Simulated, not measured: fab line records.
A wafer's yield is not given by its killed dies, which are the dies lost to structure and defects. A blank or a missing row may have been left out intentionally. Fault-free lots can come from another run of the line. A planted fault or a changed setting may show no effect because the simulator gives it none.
The same fault as seen by 2 desks :: flow rit_cmos :: every desk sees just its own numbers, and what lay behind them comes last

== METROLOGY DESK ==
What the gauges read, lot by lot, whatever tool the lot ran on: means of the sampled wafers that have a number. A lot is out of limits, marked OUT, if its mean lies more than 4 standard deviations from the usual mean; the brackets give that distance.
Columns: A = GATE_OXIDE_THK at RIT_GATE_THK_MEAS_07, usual 3.04 nm; B = GATE_POLY_THK at RIT_GATE_THK_MEAS_09, usual 250 nm; C = cd_nm at RIT_GATE_CD_MEAS_16, usual 151.5 nm; D = GATE_OVL at RIT_GATE_OVL_MEAS_17, usual 0.4 nm
lot: L433
first seen here: day 3 05:22
A: 2.93
B: 251
C: 152.5
D: 1.7

lot: L435
first seen here: day 3 15:37
A: 3.01
B: 252
C: 153.0
D: 0.5

lot: L441
first seen here: day 4 21:41
A: 3.07
B: 248
C: 152.6
D: 0.1

lot: L443
first seen here: day 5 05:43
A: 3.05
B: 248
C: 149.3
D: -0.4

lot: L444
first seen here: day 5 12:09
A: 3.04
B: 249
C: 148.4
D: 0.1

lot: L452
first seen here: day 7 01:12
A: 3.09
B: 256
C: 152.4
D: 0.1
Result from this desk: across the 6 lots, nothing is out of limits.

== DESK OF THE TOOL OWNER: rie_si-01 ==
The tool's own readings at RIT_GATE_ETCH_19 (etches poly-Si in SF6/CHF3/O2, stops on SiO2, time 165 s, target depth 312.5 nm): means of the sampled wafers that have a number, for each lot that ran on this tool. A lot is out of limits, marked OUT, if its mean lies more than 4 standard deviations from the usual mean; the brackets give that distance.
Columns: A = drypump_motor_current_A at RIT_GATE_ETCH_19, usual 5.7 A; B = oes_product_au at RIT_GATE_ETCH_19, usual 0.850 a.u.; C = run_length_s at RIT_GATE_ETCH_19, usual 193.5 s; D = throttle_valve_pct at RIT_GATE_ETCH_19, usual 10.28 %
lot: L433
first seen here: day 3 08:23
A: 5.9
B: 0.849
C: 193.3
D: 10.25

lot: L435
first seen here: day 3 18:37
A: 5.8
B: 0.861
C: 193.6
D: 10.26

lot: L441
first seen here: day 5 00:47
A: 5.9
B: 0.710 (-8.2) OUT
C: 239.8 (+99 or more) OUT
D: 10.25

lot: L443
first seen here: day 5 08:37
A: 4.9
B: 0.723 (-7.5) OUT
C: 239.5 (+99 or more) OUT
D: 10.29
This desk finds L441, L443 out of limits, L441 being first, at day 5 00:47 (oes_product_au at RIT_GATE_ETCH_19). Within limits: L433, L435.

== ALL TOGETHER ==
On L441, L443, at day 5 00:47, an alarm was possible from the tool owner's desk.
At the metrology desk, nothing out of limits was observed.
The metrology desk holds a record of L441, L443, inside its limits.
The lots listed all ran RIT_GATE_ETCH_19 on rie_si-01.

== WHAT THE SIMULATOR HAD PUT IN ==
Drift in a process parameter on rie_si-01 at RIT_GATE_ETCH_19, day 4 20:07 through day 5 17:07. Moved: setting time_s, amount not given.
Struck lots among those shown: L441, L443.
How many hours passed from the start of the fault until each desk's first out-of-limits reading: the tool owner's desk, 5.
